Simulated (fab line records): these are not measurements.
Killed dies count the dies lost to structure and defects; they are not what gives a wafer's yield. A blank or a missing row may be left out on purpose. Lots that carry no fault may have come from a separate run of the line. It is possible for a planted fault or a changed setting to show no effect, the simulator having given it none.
Problem report, 8D (eight disciplines) form, completed by code / flow berkeleyCmos170 / the parts of the form that need people (team, actions taken, sign-off) are left out

## 1. THE ISSUE
Wafers free of any fault read 999.9 nm (standard deviation 1.2) for V2_POLISHED_THK at UCB170_V2_THK_MEAS_04, against a mean of 925.7 nm on 8 wafers of 3 lots. That puts it -62 standard deviations away from the usual mean.
Seen first at day 10 10:23 on filmMetro-03, wafer L661.1. The record has a number at this step for 44 wafers belonging to 15 lots. Rule for "out" (also "out of limits"): further than 4 standard deviations from the usual mean. Any other wafer with a number is counted as sound.

## 2. WHAT THIS IS AND IS NOT
question=which readings at this step | is=V2_POLISHED_THK | is not=-
question=which lots | is=L659, L661, L663 | is not=L648, L649, L651, L652, L654, L655, L662, L664, L665, L666, L667, L670
question=which wafers of those lots | is=all that have a number | is not=-
question=read on which gauges | is=filmMetro-02, filmMetro-03 | is not=filmMetro-01
question=when | is=from day 10 10:23 | is not=up to then (18 sound wafers); but 18 sound wafers of L662, L664, L665, L666, L667, L670 came after

## 3. SUSPECTS, AND WHAT RULES EACH OUT
Counting: any tool at a process step up to the reading is kept as a suspect provided that every lot that is out went through it and no sound lot did after the first of them.
- the gauge at UCB170_V2_THK_MEAS_04 is ruled out. 2 gauges (filmMetro-02, filmMetro-03) read the wafers that are out.
- cmp-02 at UCB170_V2_CMP_02 (polishes SiO2): kept. All lots that are out passed through it, beginning with L661 at day 10 09:58, and no sound lot followed; its final sound lot before that point was L651 at day 8 22:28.
The count leaves cmp-02 at UCB170_V2_CMP_02.

## 4. THE CAUSE (what the simulator had put in)
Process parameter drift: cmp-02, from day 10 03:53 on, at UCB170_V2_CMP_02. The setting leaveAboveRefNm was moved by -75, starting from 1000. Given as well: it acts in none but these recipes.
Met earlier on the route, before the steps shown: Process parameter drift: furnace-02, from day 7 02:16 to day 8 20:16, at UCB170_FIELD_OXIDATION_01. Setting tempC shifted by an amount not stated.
This tool alone remained once counting was done.

## 5. SEQUENCE OF EFFECTS, ordered by route
Each row: a reading where the mean over the struck wafers with a number is more than 3 standard deviations away from the usual. Only readings for which the record gives a usual standard deviation are gone through. hours: the time from each lot's start at the first step in this table that gives one to its start at this step, as a median over the lots. sigmas: the change in usual standard deviations.
hours=0; step=UCB170_V2_THK_MEAS_04; reading=V2_POLISHED_THK; usual=999.9 nm; on struck wafers=925.7; change=-74.2; sigmas=-62
hours=3; step=UCB170_V2_ETCH_14; reading=oesProductAu; usual=0.879 a.u.; on struck wafers=0.839; change=-0.040; sigmas=-3.1
It contains these process steps:
- UCB170_V2_ETCH_14: etches SiO2 in CHF3/CF4/Ar, stops on Al, target depth 1250 nm, time 291 s.
Later measuring or inspecting steps at which every struck wafer that the step has a row for has a number for every such reading, and none has moved that far: UCB170_M3_CD_MEAS_90.

## 6. WHAT WOULD HAVE CAUGHT IT SOONER
Counted from the fault's start at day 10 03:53, it took 6 hours until the first out-of-limits reading at a measuring or inspecting step in this record, taken at day 10 10:23.
No tool reading at UCB170_V2_CMP_02 that has a usual standard deviation in the record was out on any struck wafer, so an alarm limit of 4 standard deviations on those readings would not have fired.
L659, L663, from the lots that are out (3), started UCB170_V2_CMP_02 on cmp-02 later than day 10 10:23. A hold on the tool at that time would have spared those 2.
